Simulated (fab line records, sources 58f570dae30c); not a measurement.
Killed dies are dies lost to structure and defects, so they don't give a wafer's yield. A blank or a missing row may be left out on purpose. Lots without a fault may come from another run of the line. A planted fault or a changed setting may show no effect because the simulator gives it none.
fab line records | flow berkeley_cmos170
record lots=6 wafers=18 last_day=15
route steps=331 shown START@1 ZERO@6
lots that met no fault: from a run of the same line without faults
start_h: hours from the record's first day to the start of the lot's first wafer shown | wait_h: hours since the lot's step before | " the same as in the row above | L1.1+2: a row that stands for several wafers | - no value, or no start given | * or withheld: withheld | < > ~ a bound
route shown NAME@n: a module of which the file shows steps, and the number in the route of the first | usual: mean/standard deviation of fault-free wafers | same: alike in all rows | chamber/n: place in a boat | sites: the reading at each site | _std_site: their standard deviation | _edge_site: outer sites' mean less inner sites' | radius_mm: how far each site lies from the wafer's centre | mask NAME#n: copy n | behind: the tool/chamber that last shaped the wafer | hold: why the lot was held/for how many hours/how that ended | device: the transistor (n, p or np) that didn't switch | end of line: the same wafers' tests at the end of the route | a step without rows: its recipe alone | killed: dies lost to structure and defects at the first sort, not the wafer's yield | map: a wafer's dies, x killed, . not, _ none there
set.NAME: the setting as run; set.NAME@STEP: as run at that earlier step | model.NAME: the simulator's own value behind a step, which no gauge read
lots at some steps of the route; a table a step, a row a wafer
services: from which hour (start_h, from the record's first day; less than 0 if before it) a tool's chamber was out of use, for how many hours, and why
## steps
# step UCB170_START_BOW_MEAS_00
# recipe mode=bow
# usual INCOMING_BOW=0/6.4
# columns lot.wafer tool chamber start_h wait_h INCOMING_BOW[um]
L924.1 film_metro-02 - 25.00 - 0
L924.3 " - " " 10
L924.6 " - " " -1
L928.3 film_metro-04 - 45.04 - 5
L928.5 " - " " 3
L928.6 " - " " -7
L934.1 film_metro-02 - 75.00 - -2
L934.2 " - " " -7
L934.3 " - " " -6
L935.3 film_metro-02 - 80.04 - 5
L935.5 " - " " 0
L935.6 " - " " -5
L943.1 film_metro-04 - 120.00 - 1
L943.2 " - " " 13
L943.4 " - " " -11
L944.2 film_metro-01 - 125.02 - -12
L944.3 " - " " 7
L944.4 " - " " -6
# step UCB170_START_CLEAN_01
# recipe chemistry=dHF dilution=25:1 time_s=60
# step UCB170_START_OXIDATION_02
# recipe temp_c=950 ambient=O2 target_thk_a=200 ox_time_s=1800
# step UCB170_START_THK_MEAS_03
# recipe reads=SiO2_of_START_OXIDATION_02
# usual START_OXIDE_THK=20.1/0.31
# columns lot.wafer tool chamber start_h wait_h START_OXIDE_THK[nm]
L924.1 film_metro-02 - 32.06 0.0 20.0
L924.3 " - " " 20.0
L924.6 " - " " 19.9
L928.3 film_metro-02 - 53.35 0.0 20.6
L928.5 " - " " 20.1
L928.6 " - " " 20.1
L934.1 film_metro-02 - 82.79 0.0 20.4
L934.2 " - " " 20.4
L934.3 " - " " 20.4
L935.3 film_metro-04 - 82.81 0.0 19.4
L935.5 " - " " 19.3
L935.6 " - " " 19.6
L943.1 film_metro-02 - 124.36 0.0 20.0
L943.2 " - " " 19.7
L943.4 " - " " 19.7
L944.2 film_metro-04 - 131.77 0.0 20.5
L944.3 " - " " 20.6
L944.4 " - " " 20.5
# step UCB170_START_ANNEAL_04
# recipe temp_c=950 time_s=1200 ambient=N2
# step UCB170_ZERO_HMDS_00
# recipe prime_time_s=60 prime_temp_c=100
# step UCB170_ZERO_COAT_01
# recipe resist=KrF spin_rpm=1500 resist_thk_nm=900
# step UCB170_ZERO_SOFTBAKE_02
# recipe resist=KrF temp_c=130 time_s=60
# step UCB170_ZERO_EXPOSE_03
# recipe mask_id=PM_MARKS na=0.5 sigma_outer=0.6 source_shape=conventional target_cd_nm=4000 dose_mj=30
# usual exposure_dose_mJ_cm2=30.00/0.035 focus_offset_nm=0.0/0.52
# columns lot.wafer tool chamber start_h wait_h mask exposure_dose_mJ_cm2 focus_offset_nm
L924.1 krf_scanner-01 0 39.24 0.1 PM_MARKS#0 30.03 0.5
L924.3 " 0 " " PM_MARKS#0 30.07 0.1
L924.6 " 0 " " PM_MARKS#0 30.01 -0.1
L928.3 krf_scanner-01 0 60.46 0.2 PM_MARKS#0 29.99 -0.3
L928.5 " 0 " " PM_MARKS#0 29.97 0.4
L928.6 " 0 " " PM_MARKS#0 29.97 0.0
L934.1 krf_scanner-01 - 89.25 0.2 PM_MARKS#0 - -
L934.2 " - " " PM_MARKS#0 - -
L934.3 " - " " PM_MARKS#0 - -
L935.3 krf_scanner-02 - 89.53 0.5 PM_MARKS#0 - -
L935.5 " - " " PM_MARKS#0 - -
L935.6 " - " " PM_MARKS#0 - -
L943.1 krf_scanner-02 0 128.39 0.1 PM_MARKS#0 30.03 1.2
L943.2 " 0 " " PM_MARKS#0 30.02 -1.1
L943.4 " 0 " " PM_MARKS#0 29.98 0.0
L944.2 krf_scanner-01 0 139.45 - PM_MARKS#0 30.07 -0.3
L944.3 " 0 " " PM_MARKS#0 30.05 0.8
L944.4 " 0 " " PM_MARKS#0 30.05 0.9
# step UCB170_ZERO_PEB_04
# recipe peb_temp_c=130 peb_time_s=withheld resist=KrF
# step UCB170_ZERO_DEVELOP_05
# recipe developer=TMAH develop_time_s=45 resist=KrF dev_temp_c=21
# step UCB170_ZERO_ETCH_06
# recipe chemistry=CHF3/CF4/Ar target=SiO2 time_s=12 pressure_mtorr=100 rf_w=500 CHF3_flow_sccm=50 cf4_flow_sccm=10 Ar_flow_sccm=120 over_etch_frac=1.58
# usual drypump_motor_current_A=5.9/0.35 oes_product_au=0.616/0.0081 throttle_valve_pct=9.24/0.13
# columns lot.wafer tool chamber start_h wait_h drypump_motor_current_A oes_product_au rf_hours_counter_h throttle_valve_pct
L924.1 rie_diel-03 2 39.63 - 5.6 0.624 53 9.09
L924.3 " 3 " " 5.3 0.616 109 9.47
L924.6 " 2 " " 5.6 0.622 - 9.11
L928.3 rie_diel-03 1 60.81 - 6.1 0.619 14 9.43
L928.5 " 0 " " 5.6 0.637 - 9.11
L928.6 " 1 " " 6.1 0.609 - 9.42
L934.1 rie_diel-02 1 89.64 - 6.3 0.369 80 9.22
L934.2 " 3 " " 5.7 0.372 11 9.11
L934.3 " 0 " " 5.5 0.370 79 9.19
L935.3 rie_diel-04 3 89.89 - 6.2 0.372 87 9.05
L935.5 " 1 " " 6.3 0.375 - 9.23
L935.6 " 0 " " 5.7 0.372 - 9.36
L943.1 rie_diel-02 2 128.78 - 6.0 0.623 1 9.34
L943.2 " 0 " " 5.5 0.610 80 9.19
L943.4 " 3 " " 5.7 0.608 13 9.14
L944.2 rie_diel-03 2 141.10 - 5.6 0.631 58 9.11
L944.3 " 1 " " 6.0 0.621 18 9.44
L944.4 " 3 " " 5.3 0.610 114 9.48
# step UCB170_ZERO_STRIP_07
# recipe chemistry=O2 power_w=400 pressure_mtorr=3500 platen_temp_c=withheld o2_flow_sccm=400 overash_fraction=0.5
# usual drypump_motor_current_A=5.8/0.5 oes_product_au=0.728/0.005 strip_time_to_endpoint_s=21.44/0.055
# columns lot.wafer tool chamber start_h wait_h drypump_motor_current_A oes_product_au rf_hours_counter_h strip_time_to_endpoint_s
L924.1 plasma_asher-03 1 39.66 0.0 5.7 0.725 29 21.43
L924.3 " 1 " " 5.6 0.722 - 21.42
L924.6 " 1 " " 5.7 0.730 - 21.47
L928.3 plasma_asher-03 0 60.87 0.0 6.5 0.736 - 21.49
L928.5 " 1 " " 5.6 0.720 - 21.46
L928.6 " 0 " " 6.5 0.726 - 21.52
L934.1 plasma_asher-03 1 89.67 0.0 5.6 0.733 33 21.35
L934.2 " 0 " " 6.5 0.720 33 21.41
L934.3 " 1 " " 5.6 0.731 - 21.42
L935.3 plasma_asher-02 1 89.94 0.0 6.1 0.726 - 21.41
L935.5 " 0 " " 5.2 0.726 - 21.45
L935.6 " 1 " " 6.1 0.723 - 21.50
L943.1 plasma_asher-03 1 128.80 0.0 5.7 0.726 1 21.41
L943.2 " 0 " " 6.5 0.731 1 21.39
L943.4 " 0 " " 6.5 0.737 - 21.36
L944.2 plasma_asher-04 1 141.12 0.0 5.0 0.733 38 21.49
L944.3 " 1 " " 5.0 0.731 - 21.46
L944.4 " 0 " " 6.0 0.729 - 21.40
## services
# columns tool chamber start_h hours kind
rie_diel-03 0 17.45 5.9 repair
rie_diel-04 2 20.32 27.5 repair
krf_scanner-01 - 21.46 1.3 pm
krf_scanner-02 - 22.84 4.4 pm
rie_diel-03 2 24.19 1.5 repair
rie_diel-02 1 39.33 6.8 repair
plasma_asher-03 - 42.88 8.2 repair
rie_diel-02 - 44.74 2.8 pm
rie_diel-04 - 47.56 1.9 repair
rie_diel-02 1 50.00 4.0 repair
plasma_asher-03 - 51.05 2.8 pm
krf_scanner-02 - 59.70 1.3 pm
krf_scanner-01 - 64.18 0.8 pm
rie_diel-03 1 81.54 7.9 repair
krf_scanner-01 - 81.73 4.4 pm
krf_scanner-02 - 93.19 0.8 pm
krf_scanner-01 - 98.50 7.2 repair
rie_diel-03 0 100.45 2.7 repair
krf_scanner-01 - 101.96 0.6 repair
krf_scanner-01 - 105.65 1.0 pm
plasma_asher-03 - 108.75 9.0 pm
plasma_asher-03 0 108.75 9.0 vent_cycle
plasma_asher-03 1 108.75 9.0 vent_cycle
rie_diel-03 2 129.35 3.7 repair
## key
first_sign step=UCB170_ZERO_EXPOSE_03 reading=tool_record direction=missing
effect step=UCB170_ZERO_ETCH_06 reading=oes_product_au direction=down sigmas=30 usual=0.616 struck=0.372
met_at UCB170_ZERO_EXPOSE_03
struck_wafers L934.1,L934.2,L934.3,L935.3,L935.5,L935.6
later_rows_left_out L934.1,L934.2,L934.3,L935.3,L935.5,L935.6
sort_left_out L934.1,L934.2,L934.3,L935.3,L935.5,L935.6
tester_left_out L934,L935
onset_between 60.46 89.25
fault kind=skipped_step_whole tool=krf_scanner-01,krf_scanner-02 chamber=- onset_h=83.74 steps=UCB170_ZERO_EXPOSE_03 scope=struck_lots_only
# tester_left_out: of these lots the tester's yield and bins aren't shown, on N5 and GAA mostly nor the transistor test; their killed dies are dies lost to structure and defects alone, not to doping, threshold or leakage, so they don't give the yield
# sort_left_out: the simulated sort isn't trusted on such a fault, so these wafers' sort isn't shown, and their yield isn't known
# later_rows_left_out: the simulator's readings of these wafers behind a module that went badly wrong aren't trusted and aren't shown, but for the sort
